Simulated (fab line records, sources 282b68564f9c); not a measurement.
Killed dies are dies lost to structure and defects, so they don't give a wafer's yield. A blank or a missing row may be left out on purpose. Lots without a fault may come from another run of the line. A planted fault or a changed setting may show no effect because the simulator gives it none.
Which tool did it? | flow rit_cmos | 14 lots, 42 wafers sampled, at 4 steps of a route of 202

WHAT THE GAUGES READ, wafer by wafer
RIT_FOX2_THK_MEAS_01.
lot  | measured    | on            | FOX2_OXIDE_THK (nm)
L325 | day 2 00:13 | film_metro-02 | 353 347 344
L326 | day 2 07:07 | film_metro-02 | 346 355 353
L327 | day 2 11:31 | film_metro-02 | 352 353 359
L328 | day 2 15:22 | film_metro-01 | 356 356 355
L329 | day 2 22:58 | film_metro-04 | 344 351 341
L330 | day 3 02:29 | film_metro-04 | 352 356 352
L331 | day 3 07:17 | film_metro-01 | 352 358 348
L332 | day 3 16:31 | film_metro-01 | 352 352 352
L333 | day 3 19:10 | film_metro-01 | 360 358 359
L334 | day 4 00:10 | film_metro-04 | 449 449 456
L335 | day 4 03:44 | film_metro-04 | 355 347 356
L336 | day 4 08:56 | film_metro-01 | 451 441 445
L342 | day 5 18:02 | film_metro-04 | 355 355 361
L343 | day 5 21:44 | film_metro-01 | 355 353 356

RIT_FOX2_THK_MEAS_90.
lot  | measured    | on            | FIELD_OXIDE_LEFT_1_THK (nm)
L325 | day 2 01:06 | film_metro-01 | 326 320 318
L326 | day 2 07:59 | film_metro-04 | 319 328 325
L327 | day 2 12:24 | film_metro-02 | 324 325 331
L328 | day 2 16:14 | film_metro-01 | 329 329 328
L329 | day 2 23:50 | film_metro-04 | 317 323 314
L330 | day 3 03:22 | film_metro-02 | 324 329 325
L331 | day 3 08:14 | film_metro-04 | 324 331 320
L332 | day 3 17:24 | film_metro-02 | 324 325 325
L333 | day 3 20:03 | film_metro-01 | 333 331 332
L334 | day 4 01:03 | film_metro-01 | 422 422 428
L335 | day 4 04:37 | film_metro-01 | 328 320 329
L336 | day 4 09:49 | film_metro-02 | 424 414 418
L342 | day 5 18:55 | film_metro-04 | 328 328 333
L343 | day 5 22:37 | film_metro-02 | 328 326 329

RIT_FOX2_THK_MEAS_91.
lot  | measured    | on            | FIELD_OXIDE_LEFT_2_THK (nm)
L325 | day 2 13:13 | film_metro-04 | 258 252 249
L326 | day 2 20:39 | film_metro-01 | 251 260 258
L327 | day 3 01:40 | film_metro-02 | 256 257 262
L328 | day 3 07:12 | film_metro-04 | 262 262 261
L329 | day 3 12:14 | film_metro-04 | 250 256 247
L330 | day 3 16:16 | film_metro-02 | 255 260 257
L331 | day 3 21:27 | film_metro-04 | 257 263 252
L332 | day 4 06:26 | film_metro-01 | 256 256 257
L333 | day 4 10:37 | film_metro-02 | 265 263 265
L334 | day 4 14:01 | film_metro-02 | 354 354 360
L335 | day 4 18:47 | film_metro-01 | 258 250 259
L336 | day 5 00:38 | film_metro-01 | 355 345 350
L342 | day 6 07:47 | film_metro-04 | 260 260 265
L343 | day 6 14:57 | film_metro-01 | 260 257 260

WHICH TOOL RAN EACH LOT (tool, then ch and the chambers of the sampled wafers, then the start)
lot  | RIT_FOX2_OXIDATION_00
L325 | furnace-01 ch 0, day 1 22:54
L326 | furnace-03 ch 0, day 2 05:47
L327 | furnace-03 ch 0, day 2 10:10
L328 | furnace-03 ch 0, day 2 14:02
L329 | furnace-04 ch 0, day 2 21:38
L330 | furnace-03 ch 0, day 3 01:09
L331 | furnace-03 ch 0, day 3 05:58
L332 | furnace-01 ch 0, day 3 15:13
L333 | furnace-01 ch 0, day 3 17:51
L334 | furnace-01 ch 0, day 3 22:50
L335 | furnace-04 ch 0, day 4 02:24
L336 | furnace-01 ch 0, day 4 07:38
L342 | furnace-03 ch 0, day 5 16:43
L343 | furnace-03 ch 0, day 5 20:25
- RIT_FOX2_OXIDATION_00: target thk 350.7 nm, ox time 1130 s.

WHAT THE TOOLS THEMSELVES READ (means of the sampled wafers that have a number; where no wafer has one, the mark that the record gives instead)
RIT_FOX2_OXIDATION_00.
lot  | tool       | ox_temp_c (C) | spike_tc_source_C (C)
L325 | furnace-01 | 1100.2        | 1121
L326 | furnace-03 | 1099.8        | 1124
L327 | furnace-03 | 1099.8        | 1125
L328 | furnace-03 | 1100.2        | 1126
L329 | furnace-04 | 1099.9        | 1131
L330 | furnace-03 | 1100.0        | 1125
L331 | furnace-03 | 1100.1        | 1125
L332 | furnace-01 | 1100.4        | 1120
L333 | furnace-01 | 1100.6        | 1120
L334 | furnace-01 | 1100.3        | 1120
L335 | furnace-04 | 1099.8        | 1131
L336 | furnace-01 | 1100.5        | 1121
L342 | furnace-03 | 1100.3        | 1124
L343 | furnace-03 | 1099.8        | 1125

THE ANSWER, worked out from the rows above alone
Rule: what is usual is taken from the lots themselves. Put in order of their means at a reading, lots are off if they are a third of the lots or fewer, leave a main group of 4 or more, and stand apart from it by a gap of 3 or more times the standard deviation of the main group's means; of several such gaps the widest counts. A main group whose means are all the same, to the digits that the tables above print for the reading, isn't used. A lot without any number at a reading at which 4 lots or more have one is off too. The other lots that the step has rows for count as sound. The gauges are gone through in route order, then the tools' own readings, and for those a lot's mean is taken as printed above. The first step at which some lot is off is used, and at that step the reading that is off furthest; a lot without a number counts as furthest.
Off: L334, L336, at RIT_FOX2_THK_MEAS_01 (FOX2_OXIDE_THK). The main group: mean 353 nm, standard deviation 3.6.
A tool fits if, at a process step before that reading, it ran every lot that is off, and no sound lot after the first of them. The gauges at RIT_FOX2_THK_MEAS_01 are tried like those tools. One fits: furnace-01 at RIT_FOX2_OXIDATION_00. Its last sound lot is L333 (day 3 17:51), its first lot that is off L334 (day 3 22:50): a fault that began between those two fits.

WHAT THE SIMULATOR HAD PUT IN
Process parameter drift: furnace-01, from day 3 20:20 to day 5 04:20, at RIT_FOX2_OXIDATION_00. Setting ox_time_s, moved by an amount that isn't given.
Lots struck among those shown: L334, L336. The rule above found the same.
